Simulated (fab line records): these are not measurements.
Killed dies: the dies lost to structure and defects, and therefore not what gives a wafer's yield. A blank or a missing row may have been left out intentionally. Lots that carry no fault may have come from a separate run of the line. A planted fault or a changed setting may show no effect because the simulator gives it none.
Split-lot experiment :: flow berkeley cmos170 :: 5 lots, 23 wafers read, on a route of 331 steps

## SPLIT DETAILS
At UCB170_PSD_EXPOSE_03 (exposes mask PSELECT MOD, target cd 1200 nm), the setting dose mj was moved away from the recipe's 30 on 6 of the 23 wafers read, by -3.0% to +5.0%. For the rest of the wafers, this setting stayed at what the recipe calls for.

## FROM THE SPLIT TO THE READING: what the file shows between them, 2 steps
- UCB170_PSD_PEB_04
- UCB170_PSD_DEVELOP_05: develop time 45 s

## THE READING
cd nm, in nm, at UCB170_PSD_CD_MEAS_06 (target cd 1200 nm). Typical for fault-free wafers on this fab line: 1200.0 nm, with standard deviation 1.4 nm.

wafer: L075.1
tool, chamber at the split: krf scanner-02, 0
dose mj as run: 30
against the recipe: recipe
cd nm, nm: 1197.5
against lot-mates on the recipe: -

wafer: L075.2
tool, chamber at the split: krf scanner-02, 0
dose mj as run: 30
against the recipe: recipe
cd nm, nm: 1196.3
against lot-mates on the recipe: -

wafer: L075.5
tool, chamber at the split: krf scanner-02, 0
dose mj as run: 30
against the recipe: recipe
cd nm, nm: 1196.9
against lot-mates on the recipe: -

wafer: L079.1
tool, chamber at the split: krf scanner-01, 0
dose mj as run: 30
against the recipe: recipe
cd nm, nm: 1198.3
against lot-mates on the recipe: -

wafer: L079.3
tool, chamber at the split: krf scanner-01, 0
dose mj as run: 30
against the recipe: recipe
cd nm, nm: 1199.0
against lot-mates on the recipe: -

wafer: L079.4
tool, chamber at the split: krf scanner-01, 0
dose mj as run: 30
against the recipe: recipe
cd nm, nm: 1198.3
against lot-mates on the recipe: -

wafer: L079.5
tool, chamber at the split: krf scanner-01, 0
dose mj as run: 30
against the recipe: recipe
cd nm, nm: 1198.3
against lot-mates on the recipe: -

wafer: L079.6
tool, chamber at the split: krf scanner-01, 0
dose mj as run: 30
against the recipe: recipe
cd nm, nm: 1197.9
against lot-mates on the recipe: -

wafer: L080.1
tool, chamber at the split: krf scanner-01, 0
dose mj as run: 31.37
against the recipe: +4.6%
cd nm, nm: 1207.9
against lot-mates on the recipe: +8.5

wafer: L080.3
tool, chamber at the split: krf scanner-01, 0
dose mj as run: 30
against the recipe: recipe
cd nm, nm: 1199.5
against lot-mates on the recipe: -

wafer: L080.4
tool, chamber at the split: krf scanner-01, 0
dose mj as run: 30
against the recipe: recipe
cd nm, nm: 1198.4
against lot-mates on the recipe: -

wafer: L080.5
tool, chamber at the split: krf scanner-01, 0
dose mj as run: 30
against the recipe: recipe
cd nm, nm: 1200.4
against lot-mates on the recipe: -

wafer: L080.6
tool, chamber at the split: krf scanner-01, 0
dose mj as run: 31.37
against the recipe: +4.6%
cd nm, nm: 1207.0
against lot-mates on the recipe: +7.6

wafer: L083.1
tool, chamber at the split: krf scanner-02, 0
dose mj as run: 30
against the recipe: recipe
cd nm, nm: 1201.5
against lot-mates on the recipe: -

wafer: L083.3
tool, chamber at the split: krf scanner-02, 0
dose mj as run: 30
against the recipe: recipe
cd nm, nm: 1201.8
against lot-mates on the recipe: -

wafer: L083.4
tool, chamber at the split: krf scanner-02, 0
dose mj as run: 30
against the recipe: recipe
cd nm, nm: 1202.2
against lot-mates on the recipe: -

wafer: L083.5
tool, chamber at the split: krf scanner-02, 0
dose mj as run: 29.09
against the recipe: -3.0%
cd nm, nm: 1196.4
against lot-mates on the recipe: -5.4

wafer: L083.6
tool, chamber at the split: krf scanner-02, 0
dose mj as run: 29.09
against the recipe: -3.0%
cd nm, nm: 1197.1
against lot-mates on the recipe: -4.7

wafer: L084.2
tool, chamber at the split: krf scanner-02, 0
dose mj as run: 30
against the recipe: recipe
cd nm, nm: 1200.1
against lot-mates on the recipe: -

wafer: L084.3
tool, chamber at the split: krf scanner-02, 0
dose mj as run: 31.5
against the recipe: +5.0%
cd nm, nm: 1208.0
against lot-mates on the recipe: +8.5

wafer: L084.4
tool, chamber at the split: krf scanner-02, 0
dose mj as run: 30
against the recipe: recipe
cd nm, nm: 1199.3
against lot-mates on the recipe: -

wafer: L084.5
tool, chamber at the split: krf scanner-02, 0
dose mj as run: 31.5
against the recipe: +5.0%
cd nm, nm: 1207.6
against lot-mates on the recipe: +8.1

wafer: L084.6
tool, chamber at the split: krf scanner-02, 0
dose mj as run: 30
against the recipe: recipe
cd nm, nm: 1199.0
against lot-mates on the recipe: -

FIT RESULTS
A straight line over all 23 wafers: cd nm changes by +1.57 nm for each +1% of dose mj; r = +0.90; the points scatter about the line by 1.7 nm.
The same after taking each lot's own level away (the mean of its wafers on the recipe; 23 wafers): +1.7 nm for each +1%; r = +0.99; scatter 0.5 nm.
Per that fit: largest dose mj move, reading shift of 8.5 nm.
Across the lots, their own levels run from 1196.90 to 1201.83 nm, a range of 3.5 times the standard deviation given above.
So the lot-to-lot level changes the slope little: the two slopes agree.
Check: +8.51 nm against its lot-mates is what the line predicts for one of the wafers moved furthest among these (+5.0%) when that wafer is left out of the fit. Against them it came out at +8.53 nm.

## OTHER SPLITS ON THESE WAFERS
These wafers also went through other splits before the reading. Each is held against what the fit with the lots' levels taken away leaves over:
other split on the same wafers: UCB170_ZERO_COAT_01 resist thk nm
wafers away from the commonest value: 10
r with cd nm (lot level and that fit taken away): +0.04

other split on the same wafers: UCB170_ZERO_ETCH_06 rf w
wafers away from the commonest value: 8
r with cd nm (lot level and that fit taken away): +0.04

other split on the same wafers: UCB170_NWELL_IMPLANT_14 energy kev
wafers away from the commonest value: 7
r with cd nm (lot level and that fit taken away): +0.19

other split on the same wafers: UCB170_WELLDRIVE_OXIDATION_01 ox time s
wafers away from the commonest value: 15
r with cd nm (lot level and that fit taken away): -0.03

other split on the same wafers: UCB170_ACTIVE_COAT_08 resist thk nm
wafers away from the commonest value: 8
r with cd nm (lot level and that fit taken away): -0.15

other split on the same wafers: UCB170_ACTIVE_DEVELOP_12 develop time s
wafers away from the commonest value: 7
r with cd nm (lot level and that fit taken away): -0.03

other split on the same wafers: UCB170_GATE_CVD_04 time s
wafers away from the commonest value: 10
r with cd nm (lot level and that fit taken away): +0.00

other split on the same wafers: UCB170_NLDD_COAT_01 spin rpm
wafers away from the commonest value: 6
r with cd nm (lot level and that fit taken away): -0.14

## THE FILE'S OWN FIT
cd nm changes by +1.7 nm for each +1% of dose mj, r = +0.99.
